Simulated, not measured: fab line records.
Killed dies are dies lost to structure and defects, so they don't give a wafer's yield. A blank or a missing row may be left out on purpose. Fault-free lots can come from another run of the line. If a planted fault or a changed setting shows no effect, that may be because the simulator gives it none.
Which tool did it? -- flow rit_cmos -- 15 lots with 45 wafers sampled at 3 steps, on a route of 202 steps

WHAT EACH GAUGE READ, for each wafer
RIT_PRETRO_OVL_MEAS_06. Usual: PRETRO_OVL typically reads 0.2 nm, with standard deviation 1.2.
lot,measured,on,PRETRO_OVL (nm),flag
L571,day 2 07:12,overlay-01,0.6 -0.4 0.6,
L573,day 2 18:02,overlay-01,-0.2 0.9 0.4,
L574,day 2 22:43,overlay-02,0.5 -1.0 -1.4,
L575,day 3 04:32,overlay-02,1.7 0.6 -0.8,
L576,day 3 07:30,overlay-02,0.4 -0.9 0.3,
L577,day 3 13:25,overlay-01,1.2 -0.1 0.4,
L578,day 3 18:54,overlay-02,-1.0 -0.7 -1.0,
L579,day 4 00:59,overlay-02,- - -,OFF
L580,day 4 06:11,overlay-02,- - -,OFF
L581,day 4 12:22,overlay-02,- - -,OFF
L584,day 5 06:51,overlay-01,1.0 2.0 1.9,
L588,day 5 21:55,overlay-01,-0.1 -0.7 0.6,
L589,day 6 02:49,overlay-01,1.2 1.1 0.5,
L590,day 6 05:42,overlay-01,-0.5 0.9 0.3,
L591,day 6 11:13,overlay-01,2.0 3.3 1.9,

WHICH TOOL RAN EACH LOT (tool, then ch and the chambers of the sampled wafers, then the start)
lot,RIT_NWELL_STRIP_09,RIT_PRETRO_DEVELOP_05
L571,"plasma_asher-01 ch 0,1, day 1 21:31","litho_track-03 ch 0, day 2 07:00"
L573,"plasma_asher-03 ch 0,1, day 2 08:17","litho_track-01 ch 0, day 2 17:00"
L574,"plasma_asher-04 ch 0,1, day 2 12:47","litho_track-03 ch 0, day 2 22:00"
L575,"plasma_asher-03 ch 0,1, day 2 18:37","litho_track-02 ch 0, day 3 04:00"
L576,"plasma_asher-03 ch 0,1, day 2 21:59","litho_track-02 ch 0, day 3 07:00"
L577,"plasma_asher-03 ch 0,1, day 3 03:29","litho_track-02 ch 0, day 3 13:00"
L578,"plasma_asher-01 ch 0,1, day 3 08:58","litho_track-03 ch 0, day 3 18:00"
L579,"plasma_asher-03 ch 0,1, day 3 15:11","litho_track-03, day 4 00:00"
L580,"plasma_asher-01 ch 1, day 3 20:02","litho_track-02, day 4 06:00"
L581,"plasma_asher-04 ch 0,1, day 4 01:05","litho_track-02, day 4 12:00"
L584,"plasma_asher-03 ch 0,1, day 4 21:14","litho_track-02 ch 0, day 5 06:00"
L588,"plasma_asher-03 ch 0,1, day 5 10:49","litho_track-03 ch 0, day 5 21:00"
L589,"plasma_asher-04 ch 0,1, day 5 16:23","litho_track-03 ch 0, day 6 02:00"
L590,"plasma_asher-04 ch 0,1, day 5 19:53","litho_track-03 ch 0, day 6 05:00"
L591,"plasma_asher-03 ch 0,1, day 6 01:19","litho_track-02 ch 0, day 6 11:00"
- RIT_NWELL_STRIP_09: strips in O2, time 180 s.
- RIT_PRETRO_DEVELOP_05: develop time 68 s.

WHAT THE TOOLS THEMSELVES READ (means of the sampled wafers that have a number; where no wafer has one, the mark that the record gives instead)
RIT_NWELL_STRIP_09. Usual: 5.4 A for drypump_motor_current_A, sd 0.39.
lot,tool,drypump_motor_current_A (A),flag
L571,plasma_asher-01,5.3,
L573,plasma_asher-03,5.3,
L574,plasma_asher-04,5.4,
L575,plasma_asher-03,5.6,
L576,plasma_asher-03,5.6,
L577,plasma_asher-03,5.3,
L578,plasma_asher-01,5.3,
L579,plasma_asher-03,5.3,
L580,plasma_asher-01,5.3,
L581,plasma_asher-04,5.7,
L584,plasma_asher-03,5.3,
L588,plasma_asher-03,5.3,
L589,plasma_asher-04,5.7,
L590,plasma_asher-04,5.4,
L591,plasma_asher-03,5.3,

RIT_PRETRO_DEVELOP_05. Usual: chill_plate_temp_C 23.00 C, standard deviation 0.099; resist_line_temp_C 22.96 C, standard deviation 0.1.
lot,tool,chill_plate_temp_C (C),resist_line_temp_C (C),flag
L571,litho_track-03,22.95,22.78,
L573,litho_track-01,22.89,23.02,
L574,litho_track-03,23.04,23.07,
L575,litho_track-02,23.04,23.05,
L576,litho_track-02,22.97,23.05,
L577,litho_track-02,23.06,22.92,
L578,litho_track-03,22.93,22.90,
L579,litho_track-03,-,-,OFF
L580,litho_track-02,-,-,OFF
L581,litho_track-02,-,-,OFF
L584,litho_track-02,23.03,22.99,
L588,litho_track-03,23.03,22.93,
L589,litho_track-03,22.93,22.88,
L590,litho_track-03,23.09,22.92,
L591,litho_track-02,22.96,23.05,

THE ANSWER, worked out from the rows above alone
Rule: lot off if the mean of its wafers having a number is beyond 3 standard deviations from the usual mean. Also off: a lot with no number at a reading for which 4 or more lots have one. Where the step has rows for the other lots, those lots are counted as sound. After the gauges, taken in route order, come the tools' own readings; for these a lot's mean is taken, as printed above. At the first step where some lot is off, the reading lying furthest off is the one used; lots without a number count as furthest.
Off: L579, L580, L581, seen at RIT_PRETRO_OVL_MEAS_06 (PRETRO_OVL). Without a number there: L579, L580, L581.
If a tool, at a process step before that reading, ran all the lots that are off and no sound lot after the first of them, it fits. Not tried: the gauges at RIT_PRETRO_OVL_MEAS_06; whatever is off there is also off at RIT_PRETRO_DEVELOP_05, on other tools, and gauge error can't account for it. None of those tried fits.

WHAT HAD BEEN PUT IN BY THE SIMULATOR
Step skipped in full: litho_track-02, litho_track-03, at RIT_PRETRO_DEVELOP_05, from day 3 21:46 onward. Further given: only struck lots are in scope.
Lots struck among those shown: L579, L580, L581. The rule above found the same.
